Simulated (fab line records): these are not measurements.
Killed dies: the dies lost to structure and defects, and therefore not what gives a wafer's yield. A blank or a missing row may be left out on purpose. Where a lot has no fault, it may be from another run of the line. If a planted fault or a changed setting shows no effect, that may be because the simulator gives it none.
Tool commonality check / flow berkeley_cmos170 / 48 wafers sampled across 16 lots

== WHY IT WAS OPENED ==
UCB170_PLDD_TW_MEAS_11, reading PLDD_TW: flagged on 4 of 16 lots. Wafers without a fault read 1017, standard deviation 6.7.
Rule: a lot gets a flag if all its wafers with a number sit over 4 standard deviations from that mean, or if no wafer of it has a number. All remaining lots are regarded as sound.

lot=L462; measured=day 6 16:39; on=film_metro-01; PLDD_TW, wafer by wafer=1023 1019 1021; flag=
lot=L463; measured=day 6 17:12; on=film_metro-02; PLDD_TW, wafer by wafer=1021 1020 1019; flag=
lot=L460; measured=day 6 17:23; on=film_metro-01; PLDD_TW, wafer by wafer=1021 1024 1018; flag=
lot=L465; measured=day 7 05:49; on=film_metro-01; PLDD_TW, wafer by wafer=1015 1016 1023; flag=
lot=L464; measured=day 7 05:59; on=film_metro-04; PLDD_TW, wafer by wafer=1000 1005 1001; flag=
lot=L467; measured=day 7 23:40; on=film_metro-04; PLDD_TW, wafer by wafer=1001 1004 1003; flag=
lot=L466; measured=day 7 23:54; on=film_metro-01; PLDD_TW, wafer by wafer=1019 1020 1017; flag=
lot=L468; measured=day 8 04:53; on=film_metro-02; PLDD_TW, wafer by wafer=1028 1024 1023; flag=
lot=L469; measured=day 8 05:08; on=film_metro-02; PLDD_TW, wafer by wafer=1025 1023 1028; flag=
lot=L471; measured=day 8 22:14; on=film_metro-04; PLDD_TW, wafer by wafer=1003 1001 1001; flag=
lot=L472; measured=day 8 22:35; on=film_metro-02; PLDD_TW, wafer by wafer=1024 1024 1022; flag=
lot=L473; measured=day 9 04:20; on=film_metro-02; PLDD_TW, wafer by wafer=1015 1017 1012; flag=
lot=L474; measured=day 9 17:31; on=film_metro-04; PLDD_TW, wafer by wafer=880 883 885; flag=FLAGGED
lot=L475; measured=day 9 17:42; on=film_metro-02; PLDD_TW, wafer by wafer=890 886 889; flag=FLAGGED
lot=L476; measured=day 10 06:13; on=film_metro-02; PLDD_TW, wafer by wafer=888 889 887; flag=FLAGGED
lot=L477; measured=day 10 06:29; on=film_metro-04; PLDD_TW, wafer by wafer=888 884 890; flag=FLAGGED
The mean of the flagged lots' numbers is 887, -130 from the usual (-19 standard deviations).

== WHICH TOOL EACH LOT WENT THROUGH ==
The record holds 1 process step before the reading, out of a route of 331 steps. In each cell: the tool, then ch and the chambers that the sampled wafers went through, then the start.
lot=L462; flag=; UCB170_PLDD_IMPLANT_09=implanter-04 ch 0, day 6 16:25
lot=L463; flag=; UCB170_PLDD_IMPLANT_09=implanter-04 ch 0, day 6 16:58
lot=L460; flag=; UCB170_PLDD_IMPLANT_09=implanter-03 ch 0, day 6 17:10
lot=L465; flag=; UCB170_PLDD_IMPLANT_09=implanter-04 ch 0, day 7 05:35
lot=L464; flag=; UCB170_PLDD_IMPLANT_09=implanter-03 ch 0, day 7 05:44
lot=L467; flag=; UCB170_PLDD_IMPLANT_09=implanter-03 ch 0, day 7 23:25
lot=L466; flag=; UCB170_PLDD_IMPLANT_09=implanter-02 ch 0, day 7 23:42
lot=L468; flag=; UCB170_PLDD_IMPLANT_09=implanter-03 ch 0, day 8 04:38
lot=L469; flag=; UCB170_PLDD_IMPLANT_09=implanter-02 ch 0, day 8 04:54
lot=L471; flag=; UCB170_PLDD_IMPLANT_09=implanter-04 ch 0, day 8 21:59
lot=L472; flag=; UCB170_PLDD_IMPLANT_09=implanter-03 ch 0, day 8 22:20
lot=L473; flag=; UCB170_PLDD_IMPLANT_09=implanter-02 ch 0, day 9 04:05
lot=L474; flag=FLAGGED; UCB170_PLDD_IMPLANT_09=implanter-03 ch 0, day 9 17:16
lot=L475; flag=FLAGGED; UCB170_PLDD_IMPLANT_09=implanter-04 ch 0, day 9 17:27
lot=L476; flag=FLAGGED; UCB170_PLDD_IMPLANT_09=implanter-02 ch 0, day 10 05:58
lot=L477; flag=FLAGGED; UCB170_PLDD_IMPLANT_09=implanter-03 ch 0, day 10 06:16
These steps, and what they do:
- UCB170_PLDD_IMPLANT_09
- UCB170_PLDD_TW_MEAS_11

== FLAGGED AGAINST TOTAL, ONE TOOL AT A TIME (gauges that did the reading follow at the end) ==
step=UCB170_PLDD_IMPLANT_09; tool=implanter-02; lots run=4; flagged=1; share of the flagged lots=some; sound lots run after its first flagged lot=0
step=UCB170_PLDD_IMPLANT_09; tool=implanter-03; lots run=7; flagged=2; share of the flagged lots=some; sound lots run after its first flagged lot=0
step=UCB170_PLDD_IMPLANT_09; tool=implanter-04; lots run=5; flagged=1; share of the flagged lots=some; sound lots run after its first flagged lot=0
step=UCB170_PLDD_TW_MEAS_11; tool=film_metro-01; lots run=4; flagged=0; share of the flagged lots=none; sound lots run after its first flagged lot=-
step=UCB170_PLDD_TW_MEAS_11; tool=film_metro-02; lots run=7; flagged=2; share of the flagged lots=some; sound lots run after its first flagged lot=0
step=UCB170_PLDD_TW_MEAS_11; tool=film_metro-04; lots run=5; flagged=2; share of the flagged lots=some; sound lots run after its first flagged lot=0

== WHAT THE TABLE PERMITS ==
No row of the table ran every flagged lot.

== WHAT THE SIMULATOR PUT IN ==
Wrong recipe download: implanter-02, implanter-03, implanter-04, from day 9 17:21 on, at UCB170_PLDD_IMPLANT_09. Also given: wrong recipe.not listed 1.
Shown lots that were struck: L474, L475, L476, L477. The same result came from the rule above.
